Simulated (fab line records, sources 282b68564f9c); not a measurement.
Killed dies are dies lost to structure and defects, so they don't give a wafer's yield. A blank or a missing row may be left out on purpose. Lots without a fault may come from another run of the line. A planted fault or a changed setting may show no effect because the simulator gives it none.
Which tool did it? | flow rit_cmos | 13 lots, 39 wafers sampled, at 3 steps of a route of 202

WHAT THE GAUGES READ, wafer by wafer
RIT_ACTIVE_BOW_MEAS_00.
lot  | measured    | on            | INCOMING_BOW (um)
L218 | day 1 15:00 | film_metro-03 | 1 -4 -4
L219 | day 1 20:02 | film_metro-03 | 6 7 10
L220 | day 2 01:00 | film_metro-03 | -9 -5 1
L221 | day 2 06:00 | film_metro-03 | -7 4 -1
L226 | day 3 07:00 | film_metro-01 | -18 2 4
L229 | day 3 22:01 | film_metro-01 | 0 7 2
L231 | day 4 08:02 | film_metro-04 | 9 -17 1
L232 | day 4 13:00 | film_metro-03 | 8 3 5
L233 | day 4 18:01 | film_metro-01 | 0 -2 5
L236 | day 5 09:02 | film_metro-03 | -3 1 3
L237 | day 5 14:00 | film_metro-01 | 5 -8 3
L239 | day 6 00:02 | film_metro-01 | -4 -6 1
L240 | day 6 05:00 | film_metro-04 | -11 -7 7

RIT_GATE_OVL_MEAS_17.
lot  | measured    | on         | GATE_OVL (nm)
L218 | day 2 18:08 | overlay-01 | -0.9 -1.7 0.3
L219 | day 3 00:52 | overlay-01 | 1.1 -0.6 0.0
L220 | day 3 05:18 | overlay-01 | 2.5 -1.6 -1.9
L221 | day 3 09:40 | overlay-01 | 0.0 0.7 -0.5
L226 | day 4 09:20 | overlay-02 | -2.1 -1.1 -3.7
L229 | day 5 01:37 | overlay-02 | -2.7 -2.6 -0.4
L231 | day 5 10:06 | overlay-01 | -2.1 0.1 -2.5
L232 | day 5 15:03 | overlay-02 | 1.4 -2.5 -0.7
L233 | day 5 20:27 | overlay-02 | -0.2 1.3 -1.3
L236 | day 6 11:06 | overlay-02 | -0.3 -0.9 1.5
L237 | day 6 20:00 | overlay-02 | 2.6 3.6 1.2
L239 | day 7 03:41 | overlay-02 | 2.0 -1.8 -0.7
L240 | day 7 09:29 | overlay-01 | 1.2 3.3 3.7

WHICH TOOL RAN EACH LOT (tool, then ch and the chambers of the sampled wafers, then the start)
lot  | RIT_NWELL_STRIP_09
L218 | plasma_asher-04 ch 0,1, day 2 02:57
L219 | plasma_asher-01 ch 0,1, day 2 06:56
L220 | plasma_asher-04 ch 0,1, day 2 11:42
L221 | plasma_asher-01 ch 0,1, day 2 17:56
L226 | plasma_asher-03 ch 0,1, day 3 17:38
L229 | plasma_asher-03 ch 1, day 4 10:02
L231 | plasma_asher-01 ch 0,1, day 4 18:56
L232 | plasma_asher-03 ch 0,1, day 4 23:34
L233 | plasma_asher-01 ch 0, day 5 05:11
L236 | plasma_asher-04 ch 0,1, day 5 19:42
L237 | plasma_asher-03 ch 0,1, day 6 00:47
L239 | plasma_asher-01 ch 0,1, day 6 11:51
L240 | plasma_asher-01 ch 0,1, day 6 18:25
- RIT_NWELL_STRIP_09: strips in O2, time 180 s.

WHAT THE TOOLS THEMSELVES READ (means of the sampled wafers that have a number; where no wafer has one, the mark that the record gives instead)
RIT_NWELL_STRIP_09.
lot  | tool            | drypump_motor_current_A (A)
L218 | plasma_asher-04 | 5.76
L219 | plasma_asher-01 | 5.60
L220 | plasma_asher-04 | 5.76
L221 | plasma_asher-01 | 5.81
L226 | plasma_asher-03 | 5.39
L229 | plasma_asher-03 | 5.47
L231 | plasma_asher-01 | 5.82
L232 | plasma_asher-03 | 5.30
L233 | plasma_asher-01 | 5.38
L236 | plasma_asher-04 | 5.75
L237 | plasma_asher-03 | 5.32
L239 | plasma_asher-01 | 5.82
L240 | plasma_asher-01 | 5.60

THE ANSWER, worked out from the rows above alone
Rule: what is usual is taken from the lots themselves. Put in order of their means at a reading, lots are off if they are a third of the lots or fewer, leave a main group of 4 or more, and stand apart from it by a gap of 3 or more times the standard deviation of the main group's means; of several such gaps the widest counts. A main group whose means are all the same, to the digits that the tables above print for the reading, isn't used. A lot without any number at a reading at which 4 lots or more have one is off too. The other lots that the step has rows for count as sound. The gauges are gone through in route order, then the tools' own readings, and for those a lot's mean is taken as printed above. The first step at which some lot is off is used, and at that step the reading that is off furthest; a lot without a number counts as furthest.
No lot is off at any reading shown: from this, nothing can be told.

WHAT THE SIMULATOR HAD PUT IN
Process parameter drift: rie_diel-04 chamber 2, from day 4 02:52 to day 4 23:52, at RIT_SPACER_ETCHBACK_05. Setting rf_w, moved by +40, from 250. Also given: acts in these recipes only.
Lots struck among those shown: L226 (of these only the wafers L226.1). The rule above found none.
